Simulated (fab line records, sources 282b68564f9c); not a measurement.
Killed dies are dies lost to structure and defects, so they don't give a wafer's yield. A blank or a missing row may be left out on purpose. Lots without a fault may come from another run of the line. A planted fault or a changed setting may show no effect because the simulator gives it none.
Split-lot experiment | flow rit_cmos | 5 lots, 23 wafers read, on a route of 202 steps

THE SPLIT
At RIT_NSD_COAT_01 (resist thk 1000 nm), the setting resist_thk_nm was moved away from the recipe's 1000 nm on 8 of the 23 wafers read, by -2.9% to +3.8%. The other wafers ran this setting at the recipe's value.

FROM THE SPLIT TO THE READING: what the file shows between them, 3 steps
- RIT_NSD_SOFTBAKE_02: time 60 s
- RIT_NSD_EXPOSE_03: exposes mask M9, target cd 40700 nm
- RIT_NSD_DEVELOP_05: develop time 50 s

THE READING
NOVOLAK_of_NSD_COAT_01.thk_nm (the simulator's own value, which no gauge read), in nm, at RIT_NSD_HARDBAKE_07 (time 60 s). The file gives no usual value for it. The 15 wafers here that ran the recipe average 882.6 nm, standard deviation 3.7 nm.

wafer  | tool, chamber at the split | resist_thk_nm as run, nm | against the recipe | NOVOLAK_of_NSD_COAT_01.thk_nm, nm | against lot-mates on the recipe
L075.1 | litho_track-01, 0          | 1000                     | recipe             | 885.1                             | -
L075.3 | litho_track-01, 0          | 971.3                    | -2.9%              | 856.2                             | -27.5
L075.4 | litho_track-01, 0          | 971.3                    | -2.9%              | 856.9                             | -26.8
L075.5 | litho_track-01, 0          | 971.3                    | -2.9%              | 859                               | -24.7
L075.6 | litho_track-01, 0          | 1000                     | recipe             | 882.2                             | -
L077.1 | litho_track-02, 0          | 1000                     | recipe             | 887.9                             | -
L077.4 | litho_track-02, 0          | 1000                     | recipe             | 887.7                             | -
L077.6 | litho_track-02, 0          | 1000                     | recipe             | 889.1                             | -
L080.1 | litho_track-04, 0          | 1021                     | +2.1%              | 903.5                             | +18.0
L080.6 | litho_track-04, 0          | 1021                     | +2.1%              | 903.5                             | +18.0
L080.2 | litho_track-04, 0          | 1021                     | +2.1%              | 904.6                             | +19.1
L080.3 | litho_track-04, 0          | 1000                     | recipe             | 885.5                             | -
L080.5 | litho_track-04, 0          | 1000                     | recipe             | 885.5                             | -
L081.1 | litho_track-01, 0          | 1000                     | recipe             | 879.8                             | -
L081.2 | litho_track-01, 0          | 1000                     | recipe             | 881.6                             | -
L081.4 | litho_track-01, 0          | 1038                     | +3.8%              | 913.6                             | +33.0
L081.5 | litho_track-01, 0          | 1038                     | +3.8%              | 911.3                             | +30.7
L081.6 | litho_track-01, 0          | 1000                     | recipe             | 880.5                             | -
L082.1 | litho_track-01, 0          | 1000                     | recipe             | 877.8                             | -
L082.2 | litho_track-01, 0          | 1000                     | recipe             | 879.6                             | -
L082.4 | litho_track-01, 0          | 1000                     | recipe             | 879                               | -
L082.5 | litho_track-01, 0          | 1000                     | recipe             | 879.8                             | -
L082.6 | litho_track-01, 0          | 1000                     | recipe             | 878.5                             | -

THE FIT
A straight line over all 23 wafers: NOVOLAK_of_NSD_COAT_01.thk_nm changes by +8.64 nm for each +1% of resist_thk_nm; r = +0.97; the points scatter about the line by 3.5 nm.
The same after taking each lot's own level away (the mean of its wafers on the recipe; 23 wafers): +8.76 nm for each +1%; r = +1.00; scatter 1.1 nm.
On that fit, the largest move of resist_thk_nm shifts the reading by 33 nm.
The lots' own levels span 878.94 to 888.23 nm, that is 2.5 times the standard deviation above.
So the lot-to-lot level changes the slope little: the two slopes agree.
Check: with one of the wafers moved furthest among these (+3.8%) left out of the fit, the line predicts +33 nm for it against its lot-mates. It came out at +33 nm against them.

OTHER SPLITS ON THESE WAFERS
These wafers also went through other splits before the reading. Each is held against what the fit with the lots' levels taken away leaves over:
other split on the same wafers  | wafers away from the commonest value | r with NOVOLAK_of_NSD_COAT_01.thk_nm (lot level and that fit taken away)
RIT_REOX_OXIDATION_03 ox_time_s | 15                                   | +0.27
RIT_NLDD_SOFTBAKE_02 temp_c     | 9                                    | -0.18
RIT_NLDD_IMPLANT_08 energy_kev  | 7                                    | +0.10
RIT_PLDD_IMPLANT_08 tilt_deg    | 5                                    | +0.18
RIT_SPACER_CVD_03 nh3_flow_sccm | 15                                   | +0.24

THE WHOLE CHAIN: every reading that the file lists as answering this split, in the file's order
step                | what it does       | reading                                                                        | change (the file's fit)              | r (the file's)
RIT_NSD_COAT_01     | resist thk 1000 nm | NOVOLAK_of_NSD_COAT_01.thk_nm (the simulator's own value, which no gauge read) | +9.91 nm for each +1% of the setting | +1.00
RIT_NSD_HARDBAKE_07 | time 60 s          | NOVOLAK_of_NSD_COAT_01.thk_nm (the simulator's own value, which no gauge read) | +8.67 nm for each +1% of the setting | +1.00

THE FILE'S OWN FIT
NOVOLAK_of_NSD_COAT_01.thk_nm changes by +8.67 nm for each +1% of resist_thk_nm, r = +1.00.
